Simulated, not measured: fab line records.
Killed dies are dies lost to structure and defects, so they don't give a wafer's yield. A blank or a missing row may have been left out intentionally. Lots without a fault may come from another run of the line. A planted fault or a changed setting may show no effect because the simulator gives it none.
Struck lot and sound lot, side by side + flow rit cmos + 15 out of 202 route steps
Sound: the wafers L937.2, L937.3, L937.6. The struck wafers were L932.1, L932.4, L932.5. The cause comes at the end.
Order at every step that has rows: each side's tool, ch and its chambers, its first start. Under that, the readings that differ: sound wafers + struck wafers + difference of the means + sigmas: that difference in standard deviations of wafers without a fault.
alike: readings with means less than 2 such deviations apart, plus words and numbers identical on both sides. not compared: withheld readings, readings lacking a value on some wafer, bounds such as >300 that could conceal the same value, and numbers that have no deviation in the record and whose values overlap.
The two part at a step that has a row with sigmas, a row that says differs or no value, or rows on one side only. When numbers do not overlap yet have no deviation, they are printed without sigmas and do not part them. A reading that every wafer of one side lacks parts them only if that side has two wafers or more.

first, 6 steps without rows for these wafers: RIT_PRETRO_HMDS_00 (prime time 60 s); RIT_PRETRO_COAT_01 (resist thk 1300 nm); RIT_PRETRO_SOFTBAKE_02 (time 60 s); RIT_PRETRO_EXPOSE_03 (exposes mask M5, target cd 43700 nm); RIT_PRETRO_PEB_04; RIT_PRETRO_DEVELOP_05 (develop time 68 s).
RIT_PRETRO_OVL_MEAS_06:
  struck on overlay-02, day 5 06:42; sound on overlay-02, day 6 10:13
| reading         | sound          | struck       | difference | sigmas |
|-----------------|----------------|--------------|------------|--------|
| PRETRO_OVL (nm) | -2.5 -2.3 -2.2 | 0.1 -0.5 2.2 | +2.9       | +2     |
then, 2 steps without rows for these wafers: RIT_PRETRO_HARDBAKE_07 (time 120 s); RIT_PRETRO_IMPLANT_08.
RIT_PRETRO_STRIP_09: strips in O2, time 180 s.
  sound on plasma asher-02 ch 0, day 6 10:38; struck on plasma asher-02 ch 0,1, day 5 07:08
  alike: drypump motor current A
  not compared: rf hours counter h
RIT_PRETRO_TW_MEAS_10:
  struck on film metro-01, day 5 07:19; sound on film metro-04, day 6 10:49
  alike: PRETRO_TW
then, 1 step without rows for these wafers: RIT_GATE_WET_ETCH_00 (etches SiO2 in BOE, target depth 56 nm, time 60 s).
RIT_GATE_CLEAN_01: cleans in SC1, time 580.1 s.
  sound on wet bench-01 ch 2, day 6 10:55; struck on wet bench-04 ch 1, day 5 07:24
  no value came back on the struck wafers for bath guard temp C (C), bath heat duty pct (%), temp c (C); on the sound wafers bath guard temp C (C) reads 74.2 74.4 73.9
then, 1 step without rows for these wafers: RIT_GATE_CLEAN_02 (cleans in dHF, time 30 s).
RIT_M1_PROBE_99:
  struck on prober-02, day 6 12:58; sound on prober-01, day 7 13:10
| reading            | sound | struck | difference | sigmas |
|--------------------|-------|--------|------------|--------|
| killed_at_M0_to_M3 | 1 0 0 | 0 0 0  | +0         | -2     |
  alike: killed at contacts, killed at front end, killed dies, killed open, killed short

WHERE THEY PART
Last at RIT_M1_PROBE_99 as far as this record goes, first at RIT_PRETRO_OVL_MEAS_06.

WHY: whatever the simulator had introduced
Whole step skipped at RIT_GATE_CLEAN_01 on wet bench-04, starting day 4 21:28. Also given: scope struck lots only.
